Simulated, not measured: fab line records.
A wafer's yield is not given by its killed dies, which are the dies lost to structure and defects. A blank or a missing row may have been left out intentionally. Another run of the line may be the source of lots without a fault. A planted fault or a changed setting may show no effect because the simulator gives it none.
Lot-split experiment + flow berkeley-cmos170 + on a route of 331 steps: 5 lots, 23 wafers read

SPLIT DETAILS
At UCB170_PWELL_COAT_08 (resist thk 900 nm), the setting spin-rpm was moved away from the recipe's 1500 rpm on 4 of the 23 wafers read, by -3.5% to +3.9%. All remaining wafers had this setting at the recipe value.

The file shows no step between the split and the reading.

THE READING
KrF_of_PWELL_COAT_08.thk-nm (the simulator's own value, which no gauge read), in nm, at UCB170_PWELL_ETCH_14 (etches Si3N4 in CH3F/Ar/O2, stops on SiO2, target depth 242 nm, time 151 s). The file gives no usual value for it. The 19 wafers here that ran the recipe average 725.3 nm, standard deviation 5.8 nm.

| wafer  | tool, chamber at the split | spin-rpm as run, rpm | against the recipe | KrF_of_PWELL_COAT_08.thk-nm, nm | against lot-mates on the recipe |
|--------|----------------------------|----------------------|--------------------|---------------------------------|---------------------------------|
| L074.1 | litho-track-04, 0          | 1500                 | recipe             | 732.2                           | -                               |
| L074.3 | litho-track-04, 0          | 1500                 | recipe             | 728.8                           | -                               |
| L074.5 | litho-track-04, 0          | 1500                 | recipe             | 728.6                           | -                               |
| L078.1 | litho-track-04, 0          | 1500                 | recipe             | 726.3                           | -                               |
| L078.2 | litho-track-04, 0          | 1558                 | +3.9%              | 710.6                           | -13.7                           |
| L078.3 | litho-track-04, 0          | 1500                 | recipe             | 721                             | -                               |
| L078.5 | litho-track-04, 0          | 1500                 | recipe             | 725.7                           | -                               |
| L078.6 | litho-track-04, 0          | 1558                 | +3.9%              | 710.7                           | -13.6                           |
| L079.1 | litho-track-01, 0          | 1500                 | recipe             | 717.1                           | -                               |
| L079.2 | litho-track-01, 0          | 1500                 | recipe             | 721.7                           | -                               |
| L079.3 | litho-track-01, 0          | 1500                 | recipe             | 718.5                           | -                               |
| L079.4 | litho-track-01, 0          | 1500                 | recipe             | 720.6                           | -                               |
| L079.6 | litho-track-01, 0          | 1500                 | recipe             | 716.7                           | -                               |
| L082.1 | litho-track-04, 0          | 1500                 | recipe             | 733                             | -                               |
| L082.2 | litho-track-04, 0          | 1500                 | recipe             | 730.7                           | -                               |
| L082.3 | litho-track-04, 0          | 1500                 | recipe             | 733.3                           | -                               |
| L082.4 | litho-track-04, 0          | 1500                 | recipe             | 732                             | -                               |
| L082.6 | litho-track-04, 0          | 1500                 | recipe             | 732.7                           | -                               |
| L083.1 | litho-track-01, 0          | 1448                 | -3.5%              | 738.7                           | +18.2                           |
| L083.2 | litho-track-01, 0          | 1500                 | recipe             | 719.8                           | -                               |
| L083.3 | litho-track-01, 0          | 1500                 | recipe             | 721.7                           | -                               |
| L083.4 | litho-track-01, 0          | 1500                 | recipe             | 720                             | -                               |
| L083.6 | litho-track-01, 0          | 1448                 | -3.5%              | 736.1                           | +15.6                           |

FIT RESULTS
A straight line over all 23 wafers: KrF_of_PWELL_COAT_08.thk-nm changes by -3.65 nm for each +1% of spin-rpm; r = -0.73; the points scatter about the line by 5.5 nm.
The same after taking each lot's own level away (the mean of its wafers on the recipe; 23 wafers): -4.14 nm for each +1%; r = -0.96; scatter 1.9 nm.
According to that fit, moving spin-rpm by its largest amount changes the reading by 16 nm.
Across the lots, their own levels run from 718.92 to 732.34 nm, a range of 2.3 times the standard deviation given above.
So the lot-to-lot level blurs the effect unless lot-mates are compared.
Check: with one of the wafers moved furthest among these (+3.9%) left out of the fit, the line predicts -16.4 nm for it against its lot-mates. It came out at -13.7 nm against them.

THE OTHER SPLITS THESE WAFERS WENT THROUGH
These wafers also went through other splits before the reading. Each is held against what the fit with the lots' levels taken away leaves over:
| other split on the same wafers     | wafers away from the commonest value | r with KrF_of_PWELL_COAT_08.thk-nm (lot level and that fit taken away) |
|------------------------------------|--------------------------------------|------------------------------------------------------------------------|
| UCB170_NWELL_OXIDATION_01 temp-c   | 18                                   | -0.26                                                                  |
| UCB170_NWELL_IMPLANT_14 energy-kev | 9                                    | -0.10                                                                  |

THE WHOLE CHAIN: every reading that the file lists as answering this split, in the file's order
| step                  | what it does                                                               | reading                                                                      | change (the file's fit)              | r (the file's) |
|-----------------------|----------------------------------------------------------------------------|------------------------------------------------------------------------------|--------------------------------------|----------------|
| UCB170_PWELL_COAT_08  | resist thk 900 nm                                                          | KrF_of_PWELL_COAT_08.thk-nm (the simulator's own value, which no gauge read) | -4.05 nm for each +1% of the setting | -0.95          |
| UCB170_PWELL_ETCH_14  | etches Si3N4 in CH3F/Ar/O2, stops on SiO2, target depth 242 nm, time 151 s | KrF_of_PWELL_COAT_08.thk-nm (the simulator's own value, which no gauge read) | -4.14 nm for each +1% of the setting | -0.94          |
| UCB170_PWELL_STRIP_16 | strips in O2                                                               | strip-time-to-endpoint-s                                                     | withheld for each +1% of the setting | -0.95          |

FILE'S OWN FIT
KrF_of_PWELL_COAT_08.thk-nm changes by -4.14 nm for each +1% of spin-rpm, r = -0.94.
